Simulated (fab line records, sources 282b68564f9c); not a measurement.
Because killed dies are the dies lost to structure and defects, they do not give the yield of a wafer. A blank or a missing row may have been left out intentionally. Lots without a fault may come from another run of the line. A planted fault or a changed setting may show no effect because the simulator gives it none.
Split-lot study | flow rit_cmos | 23 wafers read across 5 lots, on a route 202 steps long

ON THE SPLIT
At RIT_SILICIDE_SPUTTER_01 (material Ti, target thk 30 nm, time 240 s), the setting power_w was moved away from the recipe's 350 W on 11 of the 23 wafers read, by -3.2% to +11.9%. For the rest of the wafers, this setting stayed at what the recipe calls for.

FROM THE SPLIT TO THE READING: what the file shows between them, 1 step
- RIT_SILICIDE_RS_MEAS_02: measures by four-point-probe

THE READING
SILICIDE_TI_THK, in nm, at RIT_SILICIDE_THK_MEAS_03 (measures by xrf). Fault-free wafers of this fab line usually give 29.5 nm, standard deviation 0.45 nm.

wafer  | tool, chamber at the split | power_w as run, W | against the recipe | SILICIDE_TI_THK, nm | against lot-mates on the recipe
L075.2 | pvd_sputter-01, -          | 338.8             | -3.2%              | 29.5                | -0.5
L075.3 | pvd_sputter-01, -          | 350               | recipe             | 30.3                | -
L075.4 | pvd_sputter-01, -          | 338.8             | -3.2%              | 28.9                | -1.1
L075.5 | pvd_sputter-01, -          | 338.8             | -3.2%              | 29.0                | -1.0
L075.6 | pvd_sputter-01, -          | 350               | recipe             | 29.7                | -
L076.1 | pvd_sputter-03, -          | 391.5             | +11.9%             | 33.3                | +3.8
L076.2 | pvd_sputter-03, -          | 350               | recipe             | 29.7                | -
L076.4 | pvd_sputter-03, -          | 391.5             | +11.9%             | 33.2                | +3.7
L076.5 | pvd_sputter-03, -          | 391.5             | +11.9%             | 33.3                | +3.8
L076.6 | pvd_sputter-03, -          | 350               | recipe             | 29.4                | -
L081.3 | pvd_sputter-04, -          | 350               | recipe             | 29.3                | -
L081.4 | pvd_sputter-04, -          | 350               | recipe             | 29.2                | -
L081.6 | pvd_sputter-04, -          | 350               | recipe             | 29.3                | -
L082.1 | pvd_sputter-03, -          | 380.3             | +8.7%              | 32.2                | +2.5
L082.3 | pvd_sputter-03, -          | 380.3             | +8.7%              | 32.0                | +2.2
L082.4 | pvd_sputter-03, -          | 350               | recipe             | 29.7                | -
L082.5 | pvd_sputter-03, -          | 350               | recipe             | 29.8                | -
L082.6 | pvd_sputter-03, -          | 380.3             | +8.7%              | 32.0                | +2.2
L085.2 | pvd_sputter-03, -          | 350               | recipe             | 29.6                | -
L085.3 | pvd_sputter-03, -          | 388.7             | +11.1%             | 32.4                | +2.9
L085.4 | pvd_sputter-03, -          | 388.7             | +11.1%             | 32.5                | +3.0
L085.5 | pvd_sputter-03, -          | 350               | recipe             | 29.2                | -
L085.6 | pvd_sputter-03, -          | 350               | recipe             | 29.6                | -

FIT RESULTS
A straight line over all 23 wafers: SILICIDE_TI_THK changes by +0.278 nm for each +1% of power_w; r = +0.98; the points scatter about the line by 0.33 nm.
The same after taking each lot's own level away (the mean of its wafers on the recipe; 23 wafers): +0.289 nm for each +1%; r = +0.99; scatter 0.22 nm.
That fit puts the effect of the largest move of power_w on the reading at 3.4 nm.
The span of the lots' own levels, 29.27 to 30.00 nm, comes to 1.6 times the standard deviation stated above.
The two slopes agree, so the slope changes little with the lot-to-lot level.
Check: with one of the wafers moved furthest among these (+11.9%) left out of the fit, the line predicts +3.37 nm for it against its lot-mates. Against them it came out at +3.75 nm.

ADDITIONAL SPLITS CARRIED BY THESE WAFERS
These wafers also went through other splits before the reading. Each is held against what the fit with the lots' levels taken away leaves over:
other split on the same wafers      | wafers away from the commonest value | r with SILICIDE_TI_THK (lot level and that fit taken away)
RIT_SPACER_CVD_03 sih2cl2_flow_sccm | 15                                   | -0.47
RIT_NSD_COAT_01 resist_thk_nm       | 7                                    | -0.10
RIT_NSD_IMPLANT_08 energy_kev       | 5                                    | +0.41

THE WHOLE CHAIN: every reading that the file lists as answering this split, in the file's order
step                     | what it does                              | reading                                                                           | change (the file's fit)               | r (the file's)
RIT_SILICIDE_SPUTTER_01  | material Ti, target thk 30 nm, time 240 s | Ti_of_SILICIDE_SPUTTER_01.thk_nm (the simulator's own value, which no gauge read) | +0.291 nm for each +1% of the setting | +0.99
RIT_SILICIDE_RS_MEAS_02  | measures by four-point-probe              | SILICIDE_TI_RS                                                                    | -0.52 for each +1% of the setting     | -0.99
RIT_SILICIDE_THK_MEAS_03 | measures by xrf                           | SILICIDE_TI_THK                                                                   | +0.288 for each +1% of the setting    | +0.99

FILE'S OWN FIT
SILICIDE_TI_THK changes by +0.288 nm for each +1% of power_w, r = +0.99.
